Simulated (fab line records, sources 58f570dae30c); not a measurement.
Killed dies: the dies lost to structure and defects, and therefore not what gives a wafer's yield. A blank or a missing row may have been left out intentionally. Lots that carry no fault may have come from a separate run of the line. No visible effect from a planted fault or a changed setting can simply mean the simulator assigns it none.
One fault through the eyes of 2 desks | flow berkeley cmos170 | every desk sees just its own numbers, and what lay behind them comes last

## THE TOOL OWNER'S DESK: rie metal-01
The tool's own readings at UCB170_M1_METAL_ETCH_12 (etches Al in Cl2/BCl3, stops on PSG, target depth 780 nm, time 130 s): means of the sampled wafers that have a number, for each lot that ran on this tool. The brackets show how far a lot's mean lies from the usual mean; more than 4 standard deviations puts the lot out of limits, marked OUT.
Columns: A = chamber pressure mTorr at UCB170_M1_METAL_ETCH_12, usual 12.002 mTorr; B = drypump motor current A at UCB170_M1_METAL_ETCH_12, usual 5.6 A; C = oes product au at UCB170_M1_METAL_ETCH_12, usual 0.856 a.u.; D = rf fwd power W at UCB170_M1_METAL_ETCH_12, usual 596.4 W; E = throttle valve pct at UCB170_M1_METAL_ETCH_12, usual 24.58 %
lot  | first seen here | A      | B   | C     | D               | E
L119 | day 7 21:16     | 11.999 | 5.0 | 0.849 | 597.9           | 24.67
L122 | day 8 04:52     | 11.999 | 5.0 | 0.845 | 596.0           | 24.66
L128 | day 8 22:53     | 12.004 | 5.0 | 0.853 | 597.8           | 24.61
L126 | day 9 00:52     | 12.013 | 5.0 | 0.836 | 597.3           | 24.62
L129 | day 9 12:01     | 11.996 | 5.0 | 0.849 | 598.8           | 24.67
L133 | day 10 12:44    | 12.002 | 5.0 | 0.840 | 524.8 (-40) OUT | 24.60
L135 | day 10 14:36    | 11.993 | 5.0 | 0.843 | 524.0 (-40) OUT | 24.62
This desk finds L133, L135 out of limits, L133 being first, at day 10 12:44 (rf fwd power W at UCB170_M1_METAL_ETCH_12). L119, L122, L128, L126, L129: within limits.

## AT THE METROLOGY DESK
What the gauges read, lot by lot, whatever tool the lot ran on: means of the sampled wafers that have a number. The brackets show how far a lot's mean lies from the usual mean; more than 4 standard deviations puts the lot out of limits, marked OUT.
Columns: A = V1_BOW at UCB170_V1_BOW_MEAS_03, usual 20 um; B = V1_OVL at UCB170_V1_OVL_MEAS_13, usual 2 nm
lot  | first seen here | A  | B
L120 | day 8 01:08     | 24 | 1
L119 | day 8 01:28     | 23 | 1
L122 | day 8 11:33     | 20 | -2
L123 | day 8 17:55     | 16 | 7
L124 | day 8 17:56     | 21 | 3
L125 | day 9 04:39     | 21 | 5
L128 | day 9 04:39     | 21 | -5
L126 | day 9 04:57     | 22 | 6
L129 | day 9 16:51     | 20 | 5
L133 | day 10 15:46    | 23 | -2
L135 | day 10 19:05    | 16 | 1
L140 | day 11 14:27    | 22 | 2
L141 | day 11 21:22    | 23 | 5
L142 | day 12 04:25    | 17 | 1
This desk found nothing out of limits on any of the 14 lots.

## TAKEN TOGETHER
An alarm could have come from the tool owner's desk at day 10 12:44, on L133, L135.
The metrology desk saw nothing out of limits.
The metrology desk has L133, L135 on record, within its limits.
All the named lots went through UCB170_M1_METAL_ETCH_12 on rie metal-01.

## WHAT THE SIMULATOR HAD INSERTED
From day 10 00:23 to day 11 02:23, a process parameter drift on rie metal-01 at UCB170_M1_METAL_ETCH_12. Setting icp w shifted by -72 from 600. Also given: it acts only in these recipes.
Shown lots that were struck: L133, L135.
Each desk's first reading out of limits, in hours after the fault started: the tool owner's desk, 12.
